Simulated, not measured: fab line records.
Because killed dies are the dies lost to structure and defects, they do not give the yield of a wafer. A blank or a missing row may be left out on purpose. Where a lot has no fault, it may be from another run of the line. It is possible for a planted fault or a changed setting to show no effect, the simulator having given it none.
Struck lot and sound lot, side by side | flow rit cmos | 15 steps out of a route of 202
Sound: wafers L590.2, L590.3, L590.5. Wafers L600.2, L600.4, L600.5 were the ones struck. At the end, the cause is stated.
For every step that has rows: the tool of each side, followed by ch and its chambers, followed by its first start. Under that, the readings that differ: sound wafers | struck wafers | difference of the means | sigmas: that difference in standard deviations of wafers without a fault.
alike: readings with means less than 2 such deviations apart, plus words and numbers identical on both sides. not compared: withheld readings, readings lacking a value on some wafer, bounds such as >300 that could conceal the same value, and numbers that have no deviation in the record and whose values overlap.
A row with sigmas, a row that says differs or no value, or rows on one side alone: a step with any of these is where the two part. When numbers do not overlap yet have no deviation, they are printed without sigmas and do not part them. A reading missing from all wafers of one side parts the sides only when that side holds two or more wafers.

first, 4 steps without rows for these wafers: RIT_PLDD_SOFTBAKE_02 (time 60 s); RIT_PLDD_EXPOSE_03 (exposes mask M8, target cd 40900 nm); RIT_PLDD_PEB_04; RIT_PLDD_DEVELOP_05 (develop time 48.45 s).
RIT_PLDD_OVL_MEAS_06:
  sound on overlay-02 at day 3 07:08; struck on overlay-01 at day 5 11:36
  alike: PLDD_OVL
then, 2 steps without rows for these wafers: RIT_PLDD_HARDBAKE_07 (time 60 s); RIT_PLDD_IMPLANT_08.
RIT_PLDD_STRIP_09: strips in O2, time 180 s.
  sound on plasma asher-04 ch 0,1, day 3 07:28; struck on plasma asher-02 ch 0, day 5 11:56
  alike: drypump motor current A
  not compared: rf hours counter h
RIT_PLDD_TW_MEAS_10:
  sound on film metro-02 at day 3 07:38; struck on film metro-04 at day 5 12:07
  reading | sound          | struck         | difference | sigmas
  PLDD_TW | 2334 2330 2344 | 2415 2418 2420 | +82        | +3
then, 3 steps without rows for these wafers: RIT_SPACER_CLEAN_00 (cleans in SC1, time 600 s); RIT_SPACER_CLEAN_01 (cleans in dHF, time 30 s); RIT_SPACER_CLEAN_02 (cleans in SC2, time 600 s).
RIT_SPACER_CVD_03: deposits Si3N4 from SiH2Cl2/NH3, target thk 250 nm, time 3300 s.
  sound on lpcvd-01 ch 1, day 3 08:05; struck on lpcvd-02 ch 0, day 5 12:32
  reading                                  | sound             | struck            | difference | sigmas
  spike tc centre C (C)                    | 814.1 813.3 813.7 | 835.0 836.9 837.1 | +22.6      | +15
  spike tc load C (C)                      | 836 835 835       | 851 846 850       | +14        | +4
  spike tc source C (C)                    | 837 837 838       | 859 857 859       | +21        | +7
  susceptor temp C (C)                     | 810.1 810.1 809.5 | 834.8 834.6 834.4 | +24.7      | +65
  model.Si3N4_of_SPACER_CVD_03.thk nm (nm) | 249.8 247.4 250.7 | 387.7 388.2 388.2 | +138.7     |
RIT_SPACER_THK_MEAS_04:
  sound on film metro-01 at day 3 10:01; struck on film metro-01 at day 5 14:41
  reading                 | sound             | struck            | difference | sigmas
  SPACER_NITRIDE_THK (nm) | 249.5 247.4 250.7 | 387.5 388.0 388.1 | +138.7     | +66
  not compared: hold
RIT_M1_PROBE_99:
  rows exist in the record for the sound wafers here (prober-02, day 3 21:19), none for the struck ones

WHERE THEY PART
First at RIT_PLDD_TW_MEAS_10; last, within this record, at RIT_M1_PROBE_99.

WHY: the cause the simulator had injected
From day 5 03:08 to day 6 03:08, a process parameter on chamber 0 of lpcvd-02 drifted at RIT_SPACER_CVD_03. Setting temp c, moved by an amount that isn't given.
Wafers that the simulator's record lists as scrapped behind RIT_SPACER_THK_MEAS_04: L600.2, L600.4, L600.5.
